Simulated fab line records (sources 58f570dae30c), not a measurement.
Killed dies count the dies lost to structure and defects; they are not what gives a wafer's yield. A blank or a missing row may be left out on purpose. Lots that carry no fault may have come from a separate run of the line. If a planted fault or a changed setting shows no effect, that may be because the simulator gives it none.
Which tool was responsible? / flow berkeley_cmos170 / 7 lots with 21 wafers sampled at 2 steps, on a route of 331 steps

WHAT THE GAUGES READ, wafer by wafer
UCB170_PVT_TW_MEAS_09.
lot=L512; measured=day 5 05:49; on=film_metro-04; PVT_TW=505 508 507
lot=L513; measured=day 5 21:32; on=film_metro-02; PVT_TW=523 519 522
lot=L516; measured=day 6 16:08; on=film_metro-02; PVT_TW=527 528 526
lot=L525; measured=day 8 09:45; on=film_metro-03; PVT_TW=507 510 509
lot=L528; measured=day 9 10:56; on=film_metro-02; PVT_TW=32 32 32
lot=L529; measured=day 9 11:25; on=film_metro-04; PVT_TW=507 505 506
lot=L532; measured=day 10 09:13; on=film_metro-03; PVT_TW=510 512 512

WHICH TOOL RAN EACH LOT (tool, then ch and the chambers of the sampled wafers, then the start)
lot=L512; UCB170_PVT_DEVELOP_05=litho_track-03 ch 0, day 5 05:00
lot=L513; UCB170_PVT_DEVELOP_05=litho_track-03 ch 0, day 5 21:00
lot=L516; UCB170_PVT_DEVELOP_05=litho_track-03 ch 0, day 6 15:00
lot=L525; UCB170_PVT_DEVELOP_05=litho_track-03 ch 0, day 8 09:00
lot=L528; UCB170_PVT_DEVELOP_05=litho_track-01 ch 0, day 9 10:00
lot=L529; UCB170_PVT_DEVELOP_05=litho_track-03 ch 0, day 9 11:00
lot=L532; UCB170_PVT_DEVELOP_05=litho_track-04 ch 0, day 10 08:00
- UCB170_PVT_DEVELOP_05: develop time 45 s.

THE ANSWER, worked out from the rows above alone
Rule: what is usual is taken from the lots themselves. The widest of any qualifying gaps counts: lots, ordered by their means at a reading, are off when they make up no more than a third of the lots, leave a main group of 4 or more, and stand apart from it by 3 or more times the standard deviation of that group's means. A main group is skipped when, at the precision printed for the reading in the tables above, its means are all equal. Also off: a lot with no number at a reading for which 4 or more lots have one. Where the step has rows for the other lots, those lots are counted as sound.
Off: at UCB170_PVT_TW_MEAS_09 (PVT_TW), L528. The main group: mean 514, standard deviation 7.9.
If a tool, at a process step before that reading, ran all the lots that are off and no sound lot after the first of them, it fits. Those tools and the gauges at UCB170_PVT_TW_MEAS_09 are tried in the same way. Undecided on this evidence; 2 tools fit (litho_track-01 at UCB170_PVT_DEVELOP_05, film_metro-02 at UCB170_PVT_TW_MEAS_09).

WHAT THE SIMULATOR HAD INSERTED
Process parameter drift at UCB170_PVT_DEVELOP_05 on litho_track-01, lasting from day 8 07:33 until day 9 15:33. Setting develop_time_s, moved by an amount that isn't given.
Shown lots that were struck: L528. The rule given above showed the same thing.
